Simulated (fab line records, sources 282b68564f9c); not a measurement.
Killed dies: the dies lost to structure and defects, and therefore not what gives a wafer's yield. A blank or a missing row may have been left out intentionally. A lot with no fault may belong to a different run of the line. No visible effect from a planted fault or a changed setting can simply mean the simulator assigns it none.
2 desks, one fault	flow rit cmos	every desk sees just its own numbers, and what lay behind them comes last

== THE METROLOGY DESK ==
Lot by lot, what the gauges showed, no matter which tool ran the lot: averages of those sampled wafers that carry a number. A lot is out of limits, marked OUT, if its mean lies more than 4 standard deviations from the usual mean; the brackets give that distance.
Columns: A = PSD_RS at RIT_SDANNEAL_RS_MEAS_04, usual 115.79 ohm/sq
lot	first seen here	A
L117	day 3 12:58	115.72
L118	day 4 01:56	115.99
L119	day 4 14:50	115.63
L120	day 4 18:35	115.63
L121	day 4 21:05	115.98
L122	day 5 03:19	115.84
L123	day 5 03:41	115.38
L125	day 5 22:18	115.95
L131	day 6 15:26	118.02 (+8.6) OUT
L132	day 6 16:12	117.85 (+7.9) OUT
L134	day 7 00:46	115.66
L133	day 7 01:05	115.66
L139	day 7 20:25	115.41
L140	day 8 02:29	115.47
This desk finds L131, L132 out of limits, with the earliest case on L131 at day 6 15:26 (PSD_RS at RIT_SDANNEAL_RS_MEAS_04). L117, L118, L119, L120, L121, L122, L123, L125, L134, L133, L139, L140: within limits.

== FOR THE TOOL OWNER'S DESK: implanter-01 ==
For each lot that ran on this tool, the mean over its sampled wafers that have a number, from the tool's own readings at RIT_PSD_IMPLANT_08. A lot is out of limits, marked OUT, if its mean lies more than 4 standard deviations from the usual mean; the brackets give that distance.
Columns: A = beam energy keV at RIT_PSD_IMPLANT_08, usual 26.999; B = dose ions cm2 at RIT_PSD_IMPLANT_08, usual 5e+15; C = end station pressure torr at RIT_PSD_IMPLANT_08, usual 1.4e-05 Torr
lot	first seen here	A	B	C
L117	day 3 12:08	27.002	5e+15	1.2e-05
L119	day 4 14:02	26.999	5e+15	1.3e-05
L120	day 4 17:46	27.007	5e+15	1.2e-05
L121	day 4 20:16	26.994	5e+15	1.3e-05
L131	day 6 14:36	26.995	4e+15 (-99 or more) OUT	1.3e-05
L132	day 6 15:11	26.994	4e+15 (-99 or more) OUT	1.3e-05
This desk's verdict: out of limits on L131, L132, starting with L131 at day 6 14:36 (dose ions cm2 at RIT_PSD_IMPLANT_08). L117, L119, L120, L121: within limits.

== TAKEN TOGETHER ==
At day 6 14:36, on L131, L132, the tool owner's desk was in a position to raise an alarm.
On L131, L132, the metrology desk was in a position to raise an alarm at day 6 15:26.
The lots listed all ran RIT_PSD_IMPLANT_08 on implanter-01.

== WHAT THE SIMULATOR HAD PUT IN ==
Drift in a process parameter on implanter-01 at RIT_PSD_IMPLANT_08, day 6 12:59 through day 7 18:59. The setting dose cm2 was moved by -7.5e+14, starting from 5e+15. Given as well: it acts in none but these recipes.
Shown lots that were struck: L131, L132.
Counting hours from when the fault started, the first reading out of limits came at 2 for the tool owner's desk and at 2 for the metrology desk.
